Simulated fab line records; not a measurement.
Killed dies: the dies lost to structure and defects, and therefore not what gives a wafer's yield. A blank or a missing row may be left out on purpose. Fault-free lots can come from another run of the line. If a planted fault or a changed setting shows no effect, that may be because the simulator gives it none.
Which tool is to blame? :: flow berkeley-cmos170 :: Sampling: 15 lots, 45 wafers, 3 of 331 route steps

## WHAT THE GAUGES SHOWED, per wafer
UCB170_V2_BOW_MEAS_03. Usual: V2_BOW typically reads 39 um, with standard deviation 6.5.
lot: L325
measured: day 8 13:55
on: film-metro-01
V2_BOW (um): 44 40 29
flag: 

lot: L328
measured: day 8 22:42
on: film-metro-01
V2_BOW (um): 52 53 35
flag: 

lot: L329
measured: day 9 02:44
on: film-metro-03
V2_BOW (um): 68 62 64
flag: OFF

lot: L326
measured: day 9 02:59
on: film-metro-01
V2_BOW (um): 60 67 63
flag: OFF

lot: L327
measured: day 9 03:43
on: film-metro-04
V2_BOW (um): 70 63 63
flag: OFF

lot: L330
measured: day 10 02:02
on: film-metro-04
V2_BOW (um): 45 37 32
flag: 

lot: L339
measured: day 11 13:16
on: film-metro-04
V2_BOW (um): 38 41 30
flag: 

lot: L338
measured: day 11 13:24
on: film-metro-01
V2_BOW (um): 48 33 51
flag: 

lot: L337
measured: day 11 13:39
on: film-metro-01
V2_BOW (um): 36 30 36
flag: 

lot: L341
measured: day 12 02:40
on: film-metro-04
V2_BOW (um): 36 44 30
flag: 

lot: L340
measured: day 12 10:35
on: film-metro-01
V2_BOW (um): 37 34 40
flag: 

lot: L347
measured: day 13 03:16
on: film-metro-03
V2_BOW (um): 47 51 44
flag: 

lot: L345
measured: day 13 06:32
on: film-metro-04
V2_BOW (um): 48 35 41
flag: 

lot: L344
measured: day 13 11:37
on: film-metro-04
V2_BOW (um): 33 37 33
flag: 

lot: L346
measured: day 13 11:58
on: film-metro-01
V2_BOW (um): 38 28 38
flag: 

UCB170_V2_THK_MEAS_04. Usual: V2_POLISHED_THK typically reads 999.4 nm, with standard deviation 1.2.
lot: L325
measured: day 8 14:01
on: film-metro-01
V2_POLISHED_THK (nm): 999.7 1000.0 999.3
flag: 

lot: L328
measured: day 8 22:48
on: film-metro-01
V2_POLISHED_THK (nm): 1001.2 999.4 1000.0
flag: 

lot: L329
measured: day 9 02:51
on: film-metro-03
V2_POLISHED_THK (nm): 1980.7 1987.3 2027.2
flag: OFF

lot: L326
measured: day 9 03:06
on: film-metro-01
V2_POLISHED_THK (nm): 1980.8 1987.8 2013.1
flag: OFF

lot: L327
measured: day 9 03:50
on: film-metro-04
V2_POLISHED_THK (nm): 1996.1 2034.3 2000.6
flag: OFF

lot: L330
measured: day 10 02:08
on: film-metro-04
V2_POLISHED_THK (nm): 998.9 999.8 997.8
flag: 

lot: L339
measured: day 11 13:23
on: film-metro-04
V2_POLISHED_THK (nm): 1000.0 999.0 999.1
flag: 

lot: L338
measured: day 11 13:31
on: film-metro-01
V2_POLISHED_THK (nm): 999.3 999.7 1000.6
flag: 

lot: L337
measured: day 11 13:46
on: film-metro-01
V2_POLISHED_THK (nm): 1001.7 999.9 999.0
flag: 

lot: L341
measured: day 12 02:46
on: film-metro-04
V2_POLISHED_THK (nm): 999.9 998.8 999.6
flag: 

lot: L340
measured: day 12 10:43
on: film-metro-01
V2_POLISHED_THK (nm): 998.2 999.5 1001.4
flag: 

lot: L347
measured: day 13 03:23
on: film-metro-03
V2_POLISHED_THK (nm): 999.8 1000.5 997.6
flag: 

lot: L345
measured: day 13 06:39
on: film-metro-04
V2_POLISHED_THK (nm): 1000.0 999.6 1001.5
flag: 

lot: L344
measured: day 13 11:43
on: film-metro-04
V2_POLISHED_THK (nm): 997.8 997.8 998.5
flag: 

lot: L346
measured: day 13 12:05
on: film-metro-01
V2_POLISHED_THK (nm): 999.8 998.0 999.6
flag: 

## TOOL THAT RAN EACH LOT (tool first, then ch and the chambers of the sampled wafers, then the start)
lot: L325
UCB170_V2_CMP_02: cmp-01 ch 0,2, day 8 13:37

lot: L328
UCB170_V2_CMP_02: cmp-02 ch 0,2,3, day 8 22:25

lot: L329
UCB170_V2_CMP_02: cmp-01 ch 0,2, day 9 02:24

lot: L326
UCB170_V2_CMP_02: cmp-02 ch 0,1, day 9 02:40

lot: L327
UCB170_V2_CMP_02: cmp-01 ch 1,2, day 9 03:23

lot: L330
UCB170_V2_CMP_02: cmp-02 ch 0,1,3, day 10 01:46

lot: L339
UCB170_V2_CMP_02: cmp-02 ch 0,3, day 11 12:58

lot: L338
UCB170_V2_CMP_02: cmp-01 ch 0,1,3, day 11 13:05

lot: L337
UCB170_V2_CMP_02: cmp-02 ch 0,1,2, day 11 13:23

lot: L341
UCB170_V2_CMP_02: cmp-01 ch 1,2,3, day 12 02:20

lot: L340
UCB170_V2_CMP_02: cmp-02 ch 1,2,3, day 12 10:23

lot: L347
UCB170_V2_CMP_02: cmp-01 ch 0,1,2, day 13 03:01

lot: L345
UCB170_V2_CMP_02: cmp-01 ch 1,2,3, day 13 06:20

lot: L344
UCB170_V2_CMP_02: cmp-01 ch 0,1,2, day 13 11:17

lot: L346
UCB170_V2_CMP_02: cmp-02 ch 0,1, day 13 11:41
- UCB170_V2_CMP_02: polishes SiO2.

## AS READ BY THE TOOLS THEMSELVES (means over the sampled wafers that have a number; for cases with no such wafer, the mark the record gives instead)
UCB170_V2_CMP_02. Usual: edge-zone-pressure-frac 1.000, standard deviation 0.005; head-pressure-psi 6.001 psi, standard deviation 0.013; motor-current-A 16.0 A, standard deviation 2.
lot: L325
tool: cmp-01
edge-zone-pressure-frac: 0.997
head-pressure-psi (psi): 5.988
motor-current-A (A): 16.4
flag: 

lot: L328
tool: cmp-02
edge-zone-pressure-frac: 0.999
head-pressure-psi (psi): 5.997
motor-current-A (A): 15.0
flag: 

lot: L329
tool: cmp-01
edge-zone-pressure-frac: -
head-pressure-psi (psi): -
motor-current-A (A): -
flag: OFF

lot: L326
tool: cmp-02
edge-zone-pressure-frac: -
head-pressure-psi (psi): -
motor-current-A (A): -
flag: OFF

lot: L327
tool: cmp-01
edge-zone-pressure-frac: -
head-pressure-psi (psi): -
motor-current-A (A): -
flag: OFF

lot: L330
tool: cmp-02
edge-zone-pressure-frac: 1.003
head-pressure-psi (psi): 5.992
motor-current-A (A): 15.3
flag: 

lot: L339
tool: cmp-02
edge-zone-pressure-frac: 1.001
head-pressure-psi (psi): 6.000
motor-current-A (A): 15.5
flag: 

lot: L338
tool: cmp-01
edge-zone-pressure-frac: 1.001
head-pressure-psi (psi): 6.003
motor-current-A (A): 16.3
flag: 

lot: L337
tool: cmp-02
edge-zone-pressure-frac: 1.001
head-pressure-psi (psi): 5.996
motor-current-A (A): 15.2
flag: 

lot: L341
tool: cmp-01
edge-zone-pressure-frac: 0.998
head-pressure-psi (psi): 6.008
motor-current-A (A): 17.7
flag: 

lot: L340
tool: cmp-02
edge-zone-pressure-frac: 0.998
head-pressure-psi (psi): 5.989
motor-current-A (A): 15.1
flag: 

lot: L347
tool: cmp-01
edge-zone-pressure-frac: 0.996
head-pressure-psi (psi): 6.004
motor-current-A (A): 16.9
flag: 

lot: L345
tool: cmp-01
edge-zone-pressure-frac: 0.999
head-pressure-psi (psi): 6.014
motor-current-A (A): 17.6
flag: 

lot: L344
tool: cmp-01
edge-zone-pressure-frac: 1.001
head-pressure-psi (psi): 5.998
motor-current-A (A): 16.8
flag: 

lot: L346
tool: cmp-02
edge-zone-pressure-frac: 0.996
head-pressure-psi (psi): 6.003
motor-current-A (A): 15.5
flag: 

## THE ANSWER, worked out from the rows above alone
Rule: take the mean of a lot's wafers that have a number; if it is more than 3 standard deviations from the usual mean, the lot is off. A lot without any number at a reading at which 4 lots or more have one is off too. All remaining lots with rows at the step are treated as sound. After the gauges, taken in route order, come the tools' own readings; for these a lot's mean is taken, as printed above. The first step at which some lot is off is used, and at that step the reading that is off furthest; a lot without a number counts as furthest.
Off: L329, L326, L327, at UCB170_V2_BOW_MEAS_03 (V2_BOW).
If a tool, at a process step before that reading, ran all the lots that are off and no sound lot after the first of them, it fits. The gauges at UCB170_V2_BOW_MEAS_03 aren't tried: what is off there is off at UCB170_V2_CMP_02 too, on other tools, and a gauge's error can't cause that. None of those tried fits.

## WHAT THE SIMULATOR HAD INSERTED
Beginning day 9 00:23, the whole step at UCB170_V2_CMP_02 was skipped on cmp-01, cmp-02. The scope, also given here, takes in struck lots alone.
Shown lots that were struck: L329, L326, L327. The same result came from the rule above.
